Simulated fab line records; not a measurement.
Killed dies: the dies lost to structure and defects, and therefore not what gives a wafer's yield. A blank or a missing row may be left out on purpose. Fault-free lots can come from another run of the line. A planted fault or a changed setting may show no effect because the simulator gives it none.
2 desks, one fault    flow berkeleyCmos170    what lay behind the numbers comes last; until then each desk has only its own

## AT THE METROLOGY DESK
Lot by lot, what the gauges showed, no matter which tool ran the lot: averages of those sampled wafers that carry a number. If a lot's mean is further than 4 standard deviations from the usual mean, the lot is out of limits and carries the mark OUT (the distance appears in the brackets). It has 8 readings, of which 7 appear: the earliest out of limits, and the ones furthest out on some lot.
Columns: A = M1_OVL at UCB170_M1_OVL_MEAS_10, usual 4 nm; B = cdNm at UCB170_M1_CD_MEAS_90, usual 700.0 nm; C = V1_TEOS_THK at UCB170_V1_THK_MEAS_01, usual 2007 nm; D = V1_BOW at UCB170_V1_BOW_MEAS_03, usual 19 um; E = V1_POLISHED_THK at UCB170_V1_THK_MEAS_04, usual 1000.3 nm; F = cdNm at UCB170_V1_CD_MEAS_12, usual 699.5 nm; G = V1_OVL at UCB170_V1_OVL_MEAS_13, usual 3 nm
lot   first seen here  A   B      C     D   E                 F      G
L394  day 7 19:00      14  702.8  2019  12  999.2             697.5  7
L405  day 10 01:32     -2  700.8  2006  19  1001.1            699.1  -1
L404  day 10 01:47     8   698.1  2020  24  1001.8            700.0  2
L408  day 10 21:58     7   700.1  1994  13  1115.1 (+96) OUT  700.2  -2
L410  day 11 10:11     -1  696.9  2024  20  1117.6 (+98) OUT  701.5  4
L417  day 12 15:44     6   702.2  1994  27  999.5             697.9  5
This desk's result: L408, L410 out of limits, first on L408 (V1_POLISHED_THK at UCB170_V1_THK_MEAS_04), day 11 00:36. In limits: L394, L405, L404, L417.

## THE TOOL OWNER'S DESK: cmp-01
The tool's own readings at UCB170_V1_CMP_02 (polishes SiO2): means of the sampled wafers that have a number, for each lot that ran on this tool. If a lot's mean is further than 4 standard deviations from the usual mean, the lot is out of limits and carries the mark OUT (the distance appears in the brackets).
Columns: A = motorCurrentA at UCB170_V1_CMP_02, usual 16.9 A
lot   first seen here  A
L394  day 7 22:26      16.3
L405  day 10 04:14     16.1
L408  day 11 00:16     14.7
L410  day 11 13:07     14.7
Finding of this desk: none of the 4 lots has anything out of limits.

## PUT TOGETHER
On L408, L410, the metrology desk was in a position to raise an alarm at day 11 00:36.
Nothing out of limits was seen by the tool owner's desk.
The tool owner's desk has L408, L410 on record, within its limits.
All the named lots went through UCB170_V1_CMP_02 on cmp-01.

## WHAT THE SIMULATOR HAD INSERTED
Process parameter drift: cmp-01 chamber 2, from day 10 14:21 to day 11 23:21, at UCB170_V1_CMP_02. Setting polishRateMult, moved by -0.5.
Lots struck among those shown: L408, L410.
Delay in hours, fault start to first out-of-limits reading, per desk: metrology desk 10.
